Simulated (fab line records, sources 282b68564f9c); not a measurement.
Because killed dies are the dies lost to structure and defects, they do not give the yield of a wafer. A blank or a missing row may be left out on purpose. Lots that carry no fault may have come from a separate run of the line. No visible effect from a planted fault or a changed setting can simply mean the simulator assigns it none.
Which of the tools did it? / flow ritCmos / 14 lots with 42 wafers sampled at 5 steps, on a route of 202 steps

WHAT THE GAUGES READ, wafer by wafer
RIT_NSD_TW_MEAS_10. Usual: for NSD_TW the level is 3137 and the standard deviation is 40.
lot=L961; measured=day 3 05:38; on=filmMetro-02; NSD_TW=3180 3161 3176; flag=
lot=L963; measured=day 3 16:37; on=filmMetro-01; NSD_TW=3155 3182 3159; flag=
lot=L967; measured=day 4 09:37; on=filmMetro-01; NSD_TW=3138 3164 3171; flag=
lot=L970; measured=day 5 01:46; on=filmMetro-02; NSD_TW=3146 3166 3165; flag=
lot=L971; measured=day 5 03:41; on=filmMetro-02; NSD_TW=2724 2724 2743; flag=OFF
lot=L972; measured=day 5 08:32; on=filmMetro-01; NSD_TW=2740 2762 2751; flag=OFF
lot=L974; measured=day 5 22:04; on=filmMetro-03; NSD_TW=3090 3065 3066; flag=
lot=L977; measured=day 6 09:44; on=filmMetro-02; NSD_TW=3162 3161 3170; flag=
lot=L979; measured=day 6 20:58; on=filmMetro-02; NSD_TW=3136 3142 3164; flag=
lot=L980; measured=day 7 03:27; on=filmMetro-02; NSD_TW=3152 3167 3174; flag=
lot=L981; measured=day 7 05:20; on=filmMetro-01; NSD_TW=3179 3178 3195; flag=
lot=L982; measured=day 7 11:29; on=filmMetro-03; NSD_TW=3085 3085 3069; flag=
lot=L983; measured=day 7 19:24; on=filmMetro-03; NSD_TW=3084 3093 3089; flag=
lot=L984; measured=day 7 23:16; on=filmMetro-01; NSD_TW=3188 3183 3183; flag=

RIT_SDANNEAL_RS_MEAS_05: the measuring method here is four-point-probe. Usual: for NSD_RS the level is 84.54 ohm/sq and the standard deviation is 0.28.
lot=L961; measured=day 3 07:48; on=filmMetro-01; NSD_RS (ohm/sq)=84.47 84.55 84.51; flag=
lot=L963; measured=day 3 18:49; on=filmMetro-01; NSD_RS (ohm/sq)=84.82 84.74 84.81; flag=
lot=L967; measured=day 4 11:52; on=filmMetro-01; NSD_RS (ohm/sq)=84.81 84.43 84.69; flag=
lot=L970; measured=day 5 04:03; on=filmMetro-01; NSD_RS (ohm/sq)=84.52 84.49 84.82; flag=
lot=L971; measured=day 5 05:43; on=filmMetro-02; NSD_RS (ohm/sq)=138.07 138.00 138.11; flag=OFF
lot=L972; measured=day 5 10:45; on=filmMetro-01; NSD_RS (ohm/sq)=138.17 137.07 137.97; flag=OFF
lot=L974; measured=day 6 00:36; on=filmMetro-01; NSD_RS (ohm/sq)=85.05 84.86 84.48; flag=
lot=L977; measured=day 6 11:55; on=filmMetro-03; NSD_RS (ohm/sq)=85.07 84.67 84.89; flag=
lot=L979; measured=day 6 23:10; on=filmMetro-02; NSD_RS (ohm/sq)=84.84 84.58 84.73; flag=
lot=L980; measured=day 7 05:40; on=filmMetro-02; NSD_RS (ohm/sq)=84.18 84.13 84.03; flag=
lot=L981; measured=day 7 07:32; on=filmMetro-02; NSD_RS (ohm/sq)=84.43 84.15 84.32; flag=
lot=L982; measured=day 7 14:14; on=filmMetro-03; NSD_RS (ohm/sq)=84.52 84.65 84.66; flag=
lot=L983; measured=day 7 21:54; on=filmMetro-01; NSD_RS (ohm/sq)=84.09 84.28 84.18; flag=
lot=L984; measured=day 8 01:25; on=filmMetro-03; NSD_RS (ohm/sq)=84.19 84.13 83.93; flag=

RIT_CONTACT_OVL_MEAS_09. Usual: for CONTACT_OVL the level is 1.5 nm and the standard deviation is 1.3.
lot=L961; measured=day 3 10:20; on=overlay-02; CONTACT_OVL (nm)=0.5 -0.4 -0.1; flag=
lot=L963; measured=day 3 20:52; on=overlay-02; CONTACT_OVL (nm)=1.3 3.2 1.7; flag=
lot=L967; measured=day 4 14:03; on=overlay-02; CONTACT_OVL (nm)=1.5 2.7 2.1; flag=
lot=L970; measured=day 5 06:15; on=overlay-01; CONTACT_OVL (nm)=4.1 3.0 2.6; flag=
lot=L971; measured=day 5 07:48; on=overlay-01; CONTACT_OVL (nm)=1.8 2.0 2.9; flag=
lot=L972; measured=day 5 12:56; on=overlay-02; CONTACT_OVL (nm)=0.6 0.3 1.0; flag=
lot=L974; measured=day 6 02:54; on=overlay-02; CONTACT_OVL (nm)=0.2 1.8 -0.6; flag=
lot=L977; measured=day 6 14:06; on=overlay-01; CONTACT_OVL (nm)=1.0 0.6 0.1; flag=
lot=L979; measured=day 7 01:17; on=overlay-02; CONTACT_OVL (nm)=-0.3 0.1 2.4; flag=
lot=L980; measured=day 7 07:44; on=overlay-01; CONTACT_OVL (nm)=0.5 2.4 1.9; flag=
lot=L981; measured=day 7 09:37; on=overlay-02; CONTACT_OVL (nm)=-1.4 -0.5 2.4; flag=
lot=L982; measured=day 7 16:20; on=overlay-02; CONTACT_OVL (nm)=1.9 -1.2 1.6; flag=
lot=L983; measured=day 8 00:07; on=overlay-02; CONTACT_OVL (nm)=1.5 -0.4 0.1; flag=
lot=L984; measured=day 8 03:37; on=overlay-01; CONTACT_OVL (nm)=0.5 0.9 0.9; flag=

WHICH TOOL RAN EACH LOT (tool, then ch and the chambers of the sampled wafers, then the start)
lot=L961; RIT_NSD_IMPLANT_08=implanter-03 ch 0, day 3 05:19; RIT_SDANNEAL_RTA_03=rtpAnneal-02 ch 0, day 3 07:37
lot=L963; RIT_NSD_IMPLANT_08=implanter-04 ch 0, day 3 16:20; RIT_SDANNEAL_RTA_03=rtpAnneal-02 ch 0, day 3 18:36
lot=L967; RIT_NSD_IMPLANT_08=implanter-03 ch 0, day 4 09:19; RIT_SDANNEAL_RTA_03=rtpAnneal-02 ch 0, day 4 11:40
lot=L970; RIT_NSD_IMPLANT_08=implanter-03 ch 0, day 5 01:26; RIT_SDANNEAL_RTA_03=rtpAnneal-01 ch 0, day 5 03:52
lot=L971; RIT_NSD_IMPLANT_08=implanter-03 ch 0, day 5 03:21; RIT_SDANNEAL_RTA_03=rtpAnneal-02 ch 0, day 5 05:32
lot=L972; RIT_NSD_IMPLANT_08=implanter-03 ch 0, day 5 08:14; RIT_SDANNEAL_RTA_03=rtpAnneal-01 ch 0, day 5 10:34
lot=L974; RIT_NSD_IMPLANT_08=implanter-02 ch 0, day 5 21:44; RIT_SDANNEAL_RTA_03=rtpAnneal-01 ch 0, day 6 00:25
lot=L977; RIT_NSD_IMPLANT_08=implanter-04 ch 0, day 6 09:25; RIT_SDANNEAL_RTA_03=rtpAnneal-02 ch 0, day 6 11:44
lot=L979; RIT_NSD_IMPLANT_08=implanter-02 ch 0, day 6 20:40; RIT_SDANNEAL_RTA_03=rtpAnneal-02 ch 0, day 6 22:58
lot=L980; RIT_NSD_IMPLANT_08=implanter-04 ch 0, day 7 03:07; RIT_SDANNEAL_RTA_03=rtpAnneal-01 ch 0, day 7 05:29
lot=L981; RIT_NSD_IMPLANT_08=implanter-04 ch 0, day 7 05:01; RIT_SDANNEAL_RTA_03=rtpAnneal-02 ch 0, day 7 07:22
lot=L982; RIT_NSD_IMPLANT_08=implanter-04 ch 0, day 7 11:10; RIT_SDANNEAL_RTA_03=rtpAnneal-01 ch 0, day 7 14:04
lot=L983; RIT_NSD_IMPLANT_08=implanter-04 ch 0, day 7 19:05; RIT_SDANNEAL_RTA_03=rtpAnneal-02 ch 0, day 7 21:43
lot=L984; RIT_NSD_IMPLANT_08=implanter-04 ch 0, day 7 22:57; RIT_SDANNEAL_RTA_03=rtpAnneal-01 ch 0, day 8 01:14
- RIT_NSD_IMPLANT_08
- RIT_SDANNEAL_RTA_03: time 5 s.

WHAT THE TOOLS THEMSELVES READ (means of the sampled wafers that have a number; where no wafer has one, the mark that the record gives instead)
RIT_NSD_IMPLANT_08. Usual: doseIonsCm2 9.999e+14, standard deviation 1.1e+12; faradayCurrentUA 3136, standard deviation 67; tiltDeg 6.997 degrees, standard deviation 0.02.
lot=L961; tool=implanter-03; doseIonsCm2=9.992e+14; faradayCurrentUA=3136; tiltDeg (degrees)=6.984; flag=
lot=L963; tool=implanter-04; doseIonsCm2=9.997e+14; faradayCurrentUA=3170; tiltDeg (degrees)=7.018; flag=
lot=L967; tool=implanter-03; doseIonsCm2=9.990e+14; faradayCurrentUA=3156; tiltDeg (degrees)=7.020; flag=
lot=L970; tool=implanter-03; doseIonsCm2=1.000e+15; faradayCurrentUA=3140; tiltDeg (degrees)=6.989; flag=
lot=L971; tool=implanter-03; doseIonsCm2=5.515e+14; faradayCurrentUA=1724; tiltDeg (degrees)=6.991; flag=OFF
lot=L972; tool=implanter-03; doseIonsCm2=5.501e+14; faradayCurrentUA=1769; tiltDeg (degrees)=7.003; flag=OFF
lot=L974; tool=implanter-02; doseIonsCm2=9.996e+14; faradayCurrentUA=3131; tiltDeg (degrees)=7.001; flag=
lot=L977; tool=implanter-04; doseIonsCm2=9.988e+14; faradayCurrentUA=3158; tiltDeg (degrees)=7.008; flag=
lot=L979; tool=implanter-02; doseIonsCm2=1.000e+15; faradayCurrentUA=3131; tiltDeg (degrees)=6.976; flag=
lot=L980; tool=implanter-04; doseIonsCm2=1.000e+15; faradayCurrentUA=3090; tiltDeg (degrees)=6.983; flag=
lot=L981; tool=implanter-04; doseIonsCm2=9.995e+14; faradayCurrentUA=3151; tiltDeg (degrees)=7.010; flag=
lot=L982; tool=implanter-04; doseIonsCm2=1.000e+15; faradayCurrentUA=3113; tiltDeg (degrees)=7.027; flag=
lot=L983; tool=implanter-04; doseIonsCm2=1.000e+15; faradayCurrentUA=3163; tiltDeg (degrees)=7.010; flag=
lot=L984; tool=implanter-04; doseIonsCm2=9.996e+14; faradayCurrentUA=3130; tiltDeg (degrees)=6.996; flag=

RIT_SDANNEAL_RTA_03. Usual: annealTempCMax 1054.6, standard deviation 0.76; wafer_temp_C_max 1053.5, standard deviation 1.2.
lot=L961 tool=rtpAnneal-02 annealTempCMax=1054.7 wafer_temp_C_max=1053.6 flag=
lot=L963 tool=rtpAnneal-02 annealTempCMax=1055.4 wafer_temp_C_max=1053.7 flag=
lot=L967 tool=rtpAnneal-02 annealTempCMax=1054.6 wafer_temp_C_max=1053.3 flag=
lot=L970 tool=rtpAnneal-01 annealTempCMax=1054.6 wafer_temp_C_max=1055.6 flag=
lot=L971 tool=rtpAnneal-02 annealTempCMax=1054.4 wafer_temp_C_max=1053.1 flag=
lot=L972 tool=rtpAnneal-01 annealTempCMax=1054.5 wafer_temp_C_max=1053.9 flag=
lot=L974 tool=rtpAnneal-01 annealTempCMax=1054.0 wafer_temp_C_max=1053.1 flag=
lot=L977 tool=rtpAnneal-02 annealTempCMax=1054.5 wafer_temp_C_max=1053.2 flag=
lot=L979 tool=rtpAnneal-02 annealTempCMax=1055.2 wafer_temp_C_max=1053.5 flag=
lot=L980 tool=rtpAnneal-01 annealTempCMax=1054.8 wafer_temp_C_max=1053.7 flag=
lot=L981 tool=rtpAnneal-02 annealTempCMax=1054.8 wafer_temp_C_max=1053.3 flag=
lot=L982 tool=rtpAnneal-01 annealTempCMax=1054.0 wafer_temp_C_max=1052.7 flag=
lot=L983 tool=rtpAnneal-02 annealTempCMax=1053.7 wafer_temp_C_max=1051.7 flag=
lot=L984 tool=rtpAnneal-01 annealTempCMax=1054.4 wafer_temp_C_max=1053.2 flag=

THE ANSWER, worked out from the rows above alone
Rule: a lot is off if the mean of its wafers that have a number lies more than 3 standard deviations from the usual mean. A lot without any number at a reading at which 4 lots or more have one is off too. All remaining lots with rows at the step are treated as sound. First the gauges in route order, then the tools' own readings, where a lot's mean is used as printed above. The first step at which some lot is off is used, and at that step the reading that is off furthest; a lot without a number counts as furthest.
Off: at RIT_NSD_TW_MEAS_10 (NSD_TW), L971, L972.
If a tool, at a process step before that reading, ran all the lots that are off and no sound lot after the first of them, it fits. Not tried: the gauges at RIT_NSD_TW_MEAS_10; whatever is off there is also off at RIT_NSD_IMPLANT_08, on other tools, and gauge error can't account for it. One candidate fits, namely implanter-03 at RIT_NSD_IMPLANT_08. Its last sound lot is L970 (day 5 01:26), its first lot that is off L971 (day 5 03:21): a fault that began between those two fits.
The tool's own readings at RIT_NSD_IMPLANT_08 bear it out: on the lots that are off they differ by more than 5 times the standard deviation of the sound lots' means. doseIonsCm2 reads 5.508e+14 there against 9.996e+14 on the sound lots; faradayCurrentUA reads 1746 there against 3139 on the sound lots.

WHAT HAD BEEN PUT IN BY THE SIMULATOR
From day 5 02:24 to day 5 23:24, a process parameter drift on implanter-03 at RIT_NSD_IMPLANT_08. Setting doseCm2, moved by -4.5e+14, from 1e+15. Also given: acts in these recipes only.
Struck lots among those shown: L971, L972. The rule above reached the same finding.
